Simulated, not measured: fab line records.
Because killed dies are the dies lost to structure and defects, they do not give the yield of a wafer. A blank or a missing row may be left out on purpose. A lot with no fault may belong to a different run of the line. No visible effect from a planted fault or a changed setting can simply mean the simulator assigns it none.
Code-filled problem report in 8D (eight disciplines) form / flow berkeley_cmos170 / the parts of the form that need people (team, actions taken, sign-off) are left out

== 1. THE PROBLEM ==
exposure_dose_mJ_cm2 at UCB170_M3_EXPOSE_12 reads a mean of 25.371 on 12 wafers of 4 lots; wafers without a fault read 25.974 with a standard deviation of 0.03. Relative to the usual mean, that is a shift of -20 standard deviations.
The step: exposes mask METAL3, target cd 700 nm.
The first sign was on wafer L480.2 at day 11 03:31, on krf_scanner-02. Wafers with a number at this step in the record: 48, from 16 lots. Rule for "out" (also "out of limits"): further than 4 standard deviations from the usual mean. The other wafers with a number count as sound.

== 2. WHAT IT IS AND WHAT IT IS NOT ==
question=which readings at this step | is=exposure_dose_mJ_cm2 | is not=stage_vel_mm_s
question=which lots | is=L480, L481, L484, L486 | is not=L468, L469, L470, L471, L473, L474, L475, L476, L477, L482, L489, L491
question=which wafers of those lots | is=all that have a number | is not=-
question=read on which tools | is=krf_scanner-02 | is not=krf_scanner-01
question=when | is=from day 11 03:31 | is not=up to then (27 sound wafers); but 9 sound wafers of L482, L489, L491 came after

== 3. WHAT RULES OUT EACH SUSPECT ==
Counting: a tool stays on the suspect list if, at a process step up to the reading, it processed all lots that are out and no sound lot following the first of them.
- krf_scanner-02 at UCB170_M3_EXPOSE_12 (exposes mask METAL3, target cd 700 nm): kept. It processed each lot that is out, first L480 at day 11 03:31, and no sound lot thereafter; up to then, the last sound lot it processed was L474 at day 10 16:19. Out on those wafers are its own readings of exposure_dose_mJ_cm2.
After counting, what remains is krf_scanner-02 at UCB170_M3_EXPOSE_12.

== 4. THE CAUSE (what the simulator had put in) ==
Process parameter drift: krf_scanner-02, from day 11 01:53 on, at UCB170_M3_EXPOSE_12. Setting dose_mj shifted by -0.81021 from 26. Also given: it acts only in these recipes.
The count eliminated every tool but this one.

== 5. THE EFFECT CHAIN, in route order ==
One row per reading whose mean, taken over the struck wafers that have a number, lies over 3 standard deviations from the usual. Only readings for which the record gives a usual standard deviation are gone through. hours: the time from each lot's start at the first step in this table that gives one to its start at this step, as a median over the lots. sigmas: the change in usual standard deviations.
hours=0; step=UCB170_M3_EXPOSE_12; reading=exposure_dose_mJ_cm2; usual=25.974; on struck wafers=25.371; change=-0.603; sigmas=-20
hours=0; step=UCB170_M3_CD_MEAS_15; reading=cd_nm; usual=699.9 nm; on struck wafers=704.7; change=+4.8; sigmas=+3.2
Its process steps:
- UCB170_M3_EXPOSE_12: exposes mask METAL3, target cd 700 nm.

== 6. WHAT WOULD HAVE CAUGHT IT SOONER ==
First out-of-limits reading in this record: day 11 03:31, which is 2 hours after fault onset at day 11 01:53.
